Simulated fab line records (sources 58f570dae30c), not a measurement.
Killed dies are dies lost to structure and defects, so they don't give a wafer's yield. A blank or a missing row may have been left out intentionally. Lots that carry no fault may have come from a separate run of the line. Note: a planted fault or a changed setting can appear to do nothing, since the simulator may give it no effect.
What tool caused it? | flow berkeley_cmos170 | 14 lots with 42 wafers sampled at 4 steps, on a route of 331 steps

## WHAT THE GAUGES READ, wafer by wafer
UCB170_START_THK_MEAS_03.
lot  | measured    | on            | START_OXIDE_THK (nm)
L608 | day 1 16:24 | film_metro-01 | 19.8 19.9 19.7
L609 | day 1 22:01 | film_metro-03 | 19.7 19.6 20.0
L610 | day 2 02:41 | film_metro-02 | 20.2 20.5 20.2
L611 | day 2 02:39 | film_metro-01 | 19.9 20.3 19.8
L612 | day 2 13:36 | film_metro-03 | 20.3 20.5 20.6
L613 | day 2 13:37 | film_metro-02 | 20.0 20.4 20.0
L617 | day 3 12:29 | film_metro-01 | 22.8 22.9 22.7 22.8 22.8 22.7
L618 | day 3 17:58 | film_metro-03 | 22.9 22.7 22.5 22.9 22.6 22.4
L622 | day 4 12:53 | film_metro-02 | 19.9 20.4 19.9
L625 | day 5 04:29 | film_metro-01 | 20.4 20.5 20.5
L627 | day 5 13:01 | film_metro-03 | 19.9 20.4 20.2
L629 | day 6 00:56 | film_metro-03 | 20.4 20.1 20.5
L630 | day 6 06:31 | film_metro-03 | 20.1 20.1 20.3
L631 | day 6 10:55 | film_metro-02 | 19.0 18.9 19.0

UCB170_SDANNEAL_RS_MEAS_02: a four-point-probe measurement.
lot  | measured     | on            | PSD_RS (ohm/sq)
L608 | day 7 15:32  | film_metro-02 | 75.48 75.63 75.72
L609 | day 8 06:23  | film_metro-03 | 75.81 75.57 75.59
L610 | day 8 06:40  | film_metro-01 | 75.76 75.89 75.93
L611 | day 8 05:54  | film_metro-03 | 75.90 75.87 75.92
L612 | day 8 19:55  | film_metro-03 | 75.75 75.85 75.93
L613 | day 8 20:14  | film_metro-02 | 75.40 75.35 75.44
L617 | day 9 22:29  | film_metro-03 | 75.45 75.12 75.60
L618 | day 9 22:56  | film_metro-01 | 75.77 75.94 75.88
L622 | day 11 04:00 | film_metro-01 | 75.62 75.25 75.32
L625 | day 11 19:43 | film_metro-03 | 75.07 75.63 75.40
L627 | day 12 02:44 | film_metro-02 | 74.84 75.08 75.47
L629 | day 13 05:26 | film_metro-03 | 75.75 75.49 75.35
L630 | day 13 05:59 | film_metro-01 | 75.24 75.40 75.07
L631 | day 13 05:17 | film_metro-01 | 75.30 75.28 75.21

## TOOL THAT RAN EACH LOT (tool first, then ch and the chambers of the sampled wafers, then the start)
lot  | UCB170_START_OXIDATION_02    | UCB170_ZERO_STRIP_07
L608 | furnace-04 ch 0, day 1 14:54 | plasma_asher-01 ch 0,1, day 1 23:25
L609 | furnace-02 ch 0, day 1 20:31 | plasma_asher-03 ch 0,1, day 2 04:56
L610 | furnace-04 ch 0, day 2 01:09 | plasma_asher-03 ch 0,1, day 2 09:43
L611 | furnace-04 ch 0, day 2 01:09 | plasma_asher-01 ch 0,1, day 2 09:16
L612 | furnace-04 ch 0, day 2 12:06 | plasma_asher-04 ch 0,1, day 2 22:25
L613 | furnace-04 ch 0, day 2 12:06 | plasma_asher-01 ch 0, day 2 22:11
L617 | furnace-04 ch 0, day 3 10:58 | plasma_asher-04 ch 0,1, day 3 21:16
L618 | furnace-04 ch 0, day 3 16:28 | plasma_asher-01 ch 0,1, day 4 03:23
L622 | furnace-01 ch 0, day 4 11:23 | plasma_asher-03 ch 0,1, day 4 17:05
L625 | furnace-01 ch 0, day 5 02:59 | plasma_asher-03 ch 0,1, day 5 10:12
L627 | furnace-01 ch 0, day 5 11:31 | plasma_asher-01 ch 0,1, day 5 19:09
L629 | furnace-01 ch 0, day 5 23:26 | plasma_asher-01 ch 0, day 6 08:15
L630 | furnace-01 ch 0, day 6 05:01 | plasma_asher-04 ch 0,1, day 6 14:19
L631 | furnace-02 ch 0, day 6 09:23 | plasma_asher-03 ch 0,1, day 6 14:38
- UCB170_START_OXIDATION_02: target thk 20 nm, ox time 1800 s.
- UCB170_ZERO_STRIP_07: strips in O2.

## AS READ BY THE TOOLS THEMSELVES (means over the sampled wafers that have a number; for cases with no such wafer, the mark the record gives instead)
UCB170_ZERO_STRIP_07.
lot  | tool            | drypump_motor_current_A (A) | oes_product_au (a.u.) | strip_time_to_endpoint_s (s)
L608 | plasma_asher-01 | 5.5                         | 0.727                 | 21.52
L609 | plasma_asher-03 | 6.1                         | 0.726                 | 21.43
L610 | plasma_asher-03 | 6.1                         | 0.725                 | 21.49
L611 | plasma_asher-01 | 5.5                         | 0.732                 | 21.57
L612 | plasma_asher-04 | 5.3                         | 0.729                 | 21.46
L613 | plasma_asher-01 | 5.7                         | 0.726                 | 21.58
L617 | plasma_asher-04 | 5.4                         | 0.728                 | 21.43
L618 | plasma_asher-01 | 5.4                         | 0.724                 | 21.57
L622 | plasma_asher-03 | 5.9                         | 0.728                 | 21.48
L625 | plasma_asher-03 | 6.0                         | 0.723                 | 21.42
L627 | plasma_asher-01 | 5.4                         | 0.729                 | 21.50
L629 | plasma_asher-01 | 5.7                         | 0.726                 | 21.47
L630 | plasma_asher-04 | 5.4                         | 0.728                 | 21.60
L631 | plasma_asher-03 | 6.1                         | 0.728                 | 21.39

## THE ANSWER, worked out from the rows above alone
Rule: the usual values come from the lots themselves. Put in order of their means at a reading, lots are off if they are a third of the lots or fewer, leave a main group of 4 or more, and stand apart from it by a gap of 3 or more times the standard deviation of the main group's means; of several such gaps the widest counts. A main group is skipped when, at the precision printed for the reading in the tables above, its means are all equal. A lot without any number at a reading at which 4 lots or more have one is off too. The other lots that the step has rows for count as sound. After the gauges, taken in route order, come the tools' own readings; for these a lot's mean is taken, as printed above. The first step at which some lot is off is used, and at that step the reading that is off furthest; a lot without a number counts as furthest.
Off: at UCB170_START_THK_MEAS_03 (START_OXIDE_THK), L617, L618. The main group has a mean of 20.1 nm with a standard deviation of 0.39.
If a tool, at a process step before that reading, ran all the lots that are off and no sound lot after the first of them, it fits. Gauges at UCB170_START_THK_MEAS_03: tried the same way as those tools. One fits: UCB170_START_OXIDATION_02 on furnace-04. A fault onset in the window from L612 (day 2 12:06, its last sound lot) to L617 (day 3 10:58, its first lot off) fits.

## WHAT THE SIMULATOR HAD INSERTED
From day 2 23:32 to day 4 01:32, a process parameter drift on furnace-04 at UCB170_START_OXIDATION_02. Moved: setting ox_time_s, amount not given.
Shown lots that were struck: L617, L618. This agrees with what the rule above found.
